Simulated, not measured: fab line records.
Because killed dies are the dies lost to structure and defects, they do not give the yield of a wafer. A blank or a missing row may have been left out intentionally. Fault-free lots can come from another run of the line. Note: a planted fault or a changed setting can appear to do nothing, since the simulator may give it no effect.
Split-lot experiment | flow berkeley_cmos170 | 23 wafers read across 5 lots, on a route 331 steps long

== ON THE SPLIT ==
At UCB170_SILICIDE_SPUTTER_01 (material Ti, target thk 30 nm, time 25 s), the setting power_w was moved away from the recipe's 1500 W on 9 of the 23 wafers read, by -11.7% to +8.3%. The other wafers ran this setting at the recipe's value.

== FROM SPLIT TO READING: 1 step shown by the file between the two ==
- UCB170_SILICIDE_RS_MEAS_02: measures by four-point-probe

== THE READING ==
SILICIDE_TI_THK, in nm, at UCB170_SILICIDE_THK_MEAS_03 (measures by xrf). Typical for fault-free wafers on this fab line: 30.1 nm, with standard deviation 0.39 nm.

wafer  | tool, chamber at the split | power_w as run, W | against the recipe | SILICIDE_TI_THK, nm | against lot-mates on the recipe
L077.1 | pvd_sputter-03, -          | 1500              | recipe             | 30.0                | -
L077.2 | pvd_sputter-03, -          | 1500              | recipe             | 30.5                | -
L077.3 | pvd_sputter-03, -          | 1625              | +8.3%              | 32.6                | +2.2
L077.4 | pvd_sputter-03, -          | 1500              | recipe             | 30.8                | -
L077.5 | pvd_sputter-03, -          | 1625              | +8.3%              | 32.7                | +2.3
L076.1 | pvd_sputter-01, -          | 1324              | -11.7%             | 26.3                | -3.4
L076.2 | pvd_sputter-01, -          | 1500              | recipe             | 30.0                | -
L076.3 | pvd_sputter-01, -          | 1324              | -11.7%             | 26.2                | -3.6
L076.4 | pvd_sputter-01, -          | 1324              | -11.7%             | 26.6                | -3.1
L076.5 | pvd_sputter-01, -          | 1500              | recipe             | 29.5                | -
L081.2 | pvd_sputter-01, -          | 1500              | recipe             | 30.2                | -
L081.4 | pvd_sputter-01, -          | 1500              | recipe             | 30.2                | -
L081.6 | pvd_sputter-01, -          | 1500              | recipe             | 30.3                | -
L084.1 | pvd_sputter-03, -          | 1500              | recipe             | 30.7                | -
L084.2 | pvd_sputter-03, -          | 1581              | +5.4%              | 31.9                | +1.6
L084.4 | pvd_sputter-03, -          | 1500              | recipe             | 30.0                | -
L084.5 | pvd_sputter-03, -          | 1500              | recipe             | 30.2                | -
L084.6 | pvd_sputter-03, -          | 1581              | +5.4%              | 32.5                | +2.2
L085.2 | pvd_sputter-01, -          | 1500              | recipe             | 30.7                | -
L085.3 | pvd_sputter-01, -          | 1500              | recipe             | 30.2                | -
L085.4 | pvd_sputter-01, -          | 1442              | -3.9%              | 29.1                | -1.4
L085.5 | pvd_sputter-01, -          | 1442              | -3.9%              | 29.2                | -1.3
L085.6 | pvd_sputter-01, -          | 1500              | recipe             | 30.5                | -

THE FIT
A straight line over all 23 wafers: SILICIDE_TI_THK changes by +0.322 nm for each +1% of power_w; r = +0.98; the points scatter about the line by 0.32 nm.
The same after taking each lot's own level away (the mean of its wafers on the recipe; 23 wafers): +0.292 nm for each +1%; r = +0.99; scatter 0.27 nm.
Per that fit: largest power_w move, reading shift of 3.4 nm.
The span of the lots' own levels, 29.75 to 30.47 nm, comes to 1.8 times the standard deviation stated above.
In other words, the slope is changed by the lot-to-lot level; the two fits disagree.
Check: -3.42 nm against its lot-mates is what the line predicts for one of the wafers moved furthest among these (-11.7%) when that wafer is left out of the fit. It came out at -3.45 nm against them.

== OTHER SPLITS ON THESE WAFERS ==
Other splits were also applied to these wafers ahead of the reading. Each is held against what the fit with the lots' levels taken away leaves over:
other split on the same wafers   | wafers away from the commonest value | r with SILICIDE_TI_THK (lot level and that fit taken away)
UCB170_NSD_COAT_01 resist_thk_nm | 10                                   | +0.28

== THE WHOLE CHAIN: every reading that the file lists as answering this split, in the file's order ==
step                        | what it does                             | reading                                                                           | change (the file's fit)              | r (the file's)
UCB170_SILICIDE_SPUTTER_01  | material Ti, target thk 30 nm, time 25 s | Ti_of_SILICIDE_SPUTTER_01.thk_nm (the simulator's own value, which no gauge read) | +0.29 nm for each +1% of the setting | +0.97
UCB170_SILICIDE_RS_MEAS_02  | measures by four-point-probe             | SILICIDE_TI_RS                                                                    | -0.316 for each +1% of the setting   | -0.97
UCB170_SILICIDE_THK_MEAS_03 | measures by xrf                          | SILICIDE_TI_THK                                                                   | +0.29 for each +1% of the setting    | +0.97

== FILE'S OWN FIT ==
SILICIDE_TI_THK changes by +0.29 nm for each +1% of power_w, r = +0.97.
